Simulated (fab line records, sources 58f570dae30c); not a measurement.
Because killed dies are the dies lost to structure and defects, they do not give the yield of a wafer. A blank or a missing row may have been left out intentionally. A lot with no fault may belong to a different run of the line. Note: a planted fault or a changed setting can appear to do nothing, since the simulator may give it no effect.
What tool caused it?    flow berkeley-cmos170    Sampling: 14 lots, 42 wafers, 3 of 331 route steps

== WHAT THE GAUGES READ, wafer by wafer ==
UCB170_V1_THK_MEAS_01. Usual: for V1_TEOS_THK the level is 2016 nm and the standard deviation is 34.
lot   measured      on             V1_TEOS_THK (nm)  flag
L540  day 8 00:05   film-metro-03  2018 2090 2028    
L541  day 8 22:42   film-metro-02  1991 2029 2002    
L542  day 8 22:32   film-metro-01  1934 1979 2041    
L543  day 8 22:32   film-metro-03  2007 2058 2054    
L545  day 9 06:29   film-metro-01  1952 2006 2019    
L547  day 9 02:34   film-metro-03  1986 2019 2071    
L550  day 10 07:35  film-metro-03  2035 2033 2064    
L555  day 10 20:19  film-metro-02  1991 2051 2032    
L556  day 10 18:17  film-metro-02  1963 2042 2024    
L557  day 10 20:20  film-metro-01  1952 2008 2052    
L560  day 11 23:28  film-metro-01  1997 2012 2062    
L562  day 12 13:08  film-metro-03  2014 2054 2054    

== EACH LOT AND THE TOOL THAT RAN IT (in order: tool; ch and the chambers of the sampled wafers; start) ==
lot   UCB170_ACTIVE_ETCH_15              UCB170_ACTIVE_STRIP_16
L540  rie-diel-03 ch 0,1,2, day 4 12:50  plasma-asher-03 ch 0,1, day 4 12:58
L541  rie-diel-01 ch 1,2, day 4 23:36    plasma-asher-02 ch 0,1, day 4 23:42
L542  rie-diel-04 ch 0,1,2, day 4 23:53  plasma-asher-03 ch 1, day 4 23:59
L543  rie-diel-01 ch 0,3, day 5 00:05    plasma-asher-02 ch 0, day 5 00:11
L545  rie-diel-01 ch 1,2,3, day 5 17:14  plasma-asher-04 ch 0,1, day 5 17:20
L547  rie-diel-04 ch 0,1,3, day 5 22:06  plasma-asher-04 ch 0,1, day 5 22:12
L549  rie-diel-01 ch 0,1, day 6 08:17    plasma-asher-02 ch 0,1, day 6 08:24
L550  rie-diel-03 ch 0,1,3, day 7 00:43  plasma-asher-02 ch 0,1, day 7 00:49
L551  rie-diel-01 ch 1,2,3, day 7 08:15  plasma-asher-04 ch 0,1, day 7 08:21
L555  rie-diel-03 ch 0,2, day 7 15:23    plasma-asher-03 ch 0,1, day 7 15:29
L556  rie-diel-04 ch 1,3, day 7 15:33    plasma-asher-04 ch 0,1, day 7 15:39
L557  rie-diel-03 ch 2,3, day 7 22:33    plasma-asher-02 ch 0,1, day 7 22:39
L560  rie-diel-04 ch 0,1,2, day 8 20:14  plasma-asher-03 ch 0,1, day 8 20:20
L562  rie-diel-04 ch 0,2, day 9 11:25    plasma-asher-03 ch 0,1, day 9 11:34
- UCB170_ACTIVE_ETCH_15: etches Si3N4 in CH3F/Ar/O2, stops on SiO2, target depth 242 nm, time 151 s.
- UCB170_ACTIVE_STRIP_16: strips in O2.

== AS READ BY THE TOOLS THEMSELVES (means over the sampled wafers that have a number; for cases with no such wafer, the mark the record gives instead) ==
UCB170_ACTIVE_ETCH_15. Usual: CH3F_flow_sccm 20.01 sccm, standard deviation 0.063; chamber-pressure-mTorr 49.99 mTorr, standard deviation 0.046; drypump-motor-current-A 5.3 A, standard deviation 0.48; oes-product-au 0.938 a.u., standard deviation 0.019; throttle-valve-pct 8.07 %, standard deviation 0.13.
lot   tool         CH3F_flow_sccm (sccm)  chamber-pressure-mTorr (mTorr)  drypump-motor-current-A (A)  oes-product-au (a.u.)  throttle-valve-pct (%)  flag
L540  rie-diel-03  20.01                  49.98                           4.8                          0.944                  8.04                    
L541  rie-diel-01  19.98                  49.99                           5.8                          0.933                  7.95                    
L542  rie-diel-04  20.02                  50.00                           5.7                          0.952                  8.08                    
L543  rie-diel-01  20.07                  50.03                           5.0                          0.923                  8.00                    
L545  rie-diel-01  20.04                  49.99                           5.5                          0.925                  7.96                    
L547  rie-diel-04  19.98                  50.00                           5.4                          0.964                  8.14                    
L549  rie-diel-01  19.97                  49.99                           5.5                          0.767                  8.16                    OFF
L550  rie-diel-03  20.01                  49.96                           4.9                          0.940                  8.05                    
L551  rie-diel-01  19.97                  50.01                           5.5                          0.757                  7.94                    OFF
L555  rie-diel-03  20.00                  50.00                           4.9                          0.932                  8.07                    
L556  rie-diel-04  20.01                  50.04                           5.5                          0.970                  8.19                    
L557  rie-diel-03  20.00                  49.98                           4.9                          0.939                  8.07                    
L560  rie-diel-04  20.05                  49.96                           5.7                          0.941                  8.09                    
L562  rie-diel-04  19.99                  50.01                           5.9                          0.919                  8.09                    

UCB170_ACTIVE_STRIP_16. Usual: chamber-pressure-mTorr 3500 mTorr, standard deviation 3.1; drypump-motor-current-A 5.9 A, standard deviation 0.46; oes-product-au 0.722 a.u., standard deviation 0.0039; strip-time-to-endpoint-s 18.11 s, standard deviation 0.092.
lot   tool             chamber-pressure-mTorr (mTorr)  drypump-motor-current-A (A)  oes-product-au (a.u.)  strip-time-to-endpoint-s (s)  flag
L540  plasma-asher-03  3499                            6.1                          0.719                  18.19                         
L541  plasma-asher-02  3499                            5.4                          0.724                  18.07                         
L542  plasma-asher-03  3499                            5.6                          0.728                  18.00                         
L543  plasma-asher-02  3499                            5.1                          0.723                  18.00                         
L545  plasma-asher-04  3500                            6.3                          0.726                  18.05                         
L547  plasma-asher-04  3498                            6.3                          0.719                  18.08                         
L549  plasma-asher-02  3497                            5.3                          0.722                  19.58                         OFF
L550  plasma-asher-02  3501                            5.4                          0.720                  18.13                         
L551  plasma-asher-04  3502                            6.3                          0.724                  19.57                         OFF
L555  plasma-asher-03  3503                            5.8                          0.721                  18.13                         
L556  plasma-asher-04  3503                            6.1                          0.718                  18.07                         
L557  plasma-asher-02  3499                            5.4                          0.722                  18.22                         
L560  plasma-asher-03  3503                            5.8                          0.721                  18.07                         
L562  plasma-asher-03  3501                            6.1                          0.722                  18.20                         

== THE ANSWER, worked out from the rows above alone ==
Rule: a lot counts as off when the mean over its wafers that have a number is more than 3 standard deviations away from the usual mean. Also off: a lot with no number at a reading for which 4 or more lots have one. The other lots that the step has rows for count as sound. The gauges are gone through in route order, then the tools' own readings, and for those a lot's mean is taken as printed above. The first step at which some lot is off is used, and at that step the reading that is off furthest; a lot without a number counts as furthest.
Off: L549, L551 (UCB170_ACTIVE_ETCH_15, oes-product-au).
A tool fits if, at that step or a process step before it, it ran every lot that is off, and no sound lot after the first of them. One candidate fits, namely rie-diel-01 at UCB170_ACTIVE_ETCH_15. Its last sound lot is L545 (day 5 17:14), its first lot that is off L549 (day 6 08:17): a fault that began between those two fits.
On the lots that are off, the tool's own readings at UCB170_ACTIVE_ETCH_15 differ by more than 5 times the standard deviation of the sound lots' means, which bears it out; oes-product-au reads 0.762 a.u. there versus 0.940 a.u. on the sound lots.

== WHAT THE SIMULATOR HAD PUT IN ==
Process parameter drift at UCB170_ACTIVE_ETCH_15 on rie-diel-01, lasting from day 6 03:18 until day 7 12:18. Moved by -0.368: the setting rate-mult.
Lots struck among those shown: L549, L551. The rule above reached the same finding.
